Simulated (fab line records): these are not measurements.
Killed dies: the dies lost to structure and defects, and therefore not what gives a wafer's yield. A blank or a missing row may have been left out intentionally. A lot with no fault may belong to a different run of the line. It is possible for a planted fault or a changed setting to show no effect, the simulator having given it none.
Chamber matching | flow ritCmos | RIT_GATE_ETCH_19 on rieSi-02: 4 sister chambers
The step etches poly-Si in SF6/CHF3/O2, stops on SiO2, time 165 s, target depth 312.5 nm. 4 wafers are shown with their chamber, then 7 later ones without.

## EACH WAFER AND ITS CHAMBER
wafer  | chamber | drypumpMotorCurrentA (A)
L422.2 | 3       | 6.4
L422.3 | 0       | 5.3
L424.2 | 1       | 5.9
L424.3 | 2       | 6.2

## WAFERS WHOSE CHAMBER IS MISSING
wafer  | drypumpMotorCurrentA (A)
L424.6 | 6.2
L428.2 | 5.3
L428.4 | 6.4
L428.5 | 6.0
L430.1 | 6.2
L430.2 | 6.4
L430.3 | 6.0

## EACH ONE'S CHAMBER
wafer  | from the rows above     | in truth
L424.6 | 2                       | 2
L428.2 | 0                       | 0
L428.4 | 3                       | 3
L428.5 | can't be placed: 1 or 2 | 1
L430.1 | 2                       | 2
L430.2 | 3                       | 3
L430.3 | can't be placed: 1 or 2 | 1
5 of 7 placed correctly. Unplaceable from these rows: 2, with the true chamber sitting among the candidates in 2. Placed wrongly: 0.
How it was worked out, from the rows above alone: a wafer's distance from a chamber is the root of the sum, over the readings, of the square of ((its reading less the chamber's mean) divided by the reading's scatter). If the next closest chamber is less than 2 further off than the closest, the wafer can't be placed; otherwise it belongs to the closest. Each chamber's mean is taken over the wafers shown for it. The scatter (one wafer shown for each chamber): square how far every hidden wafer sits from the nearest shown wafer, average those squares and take the square root.
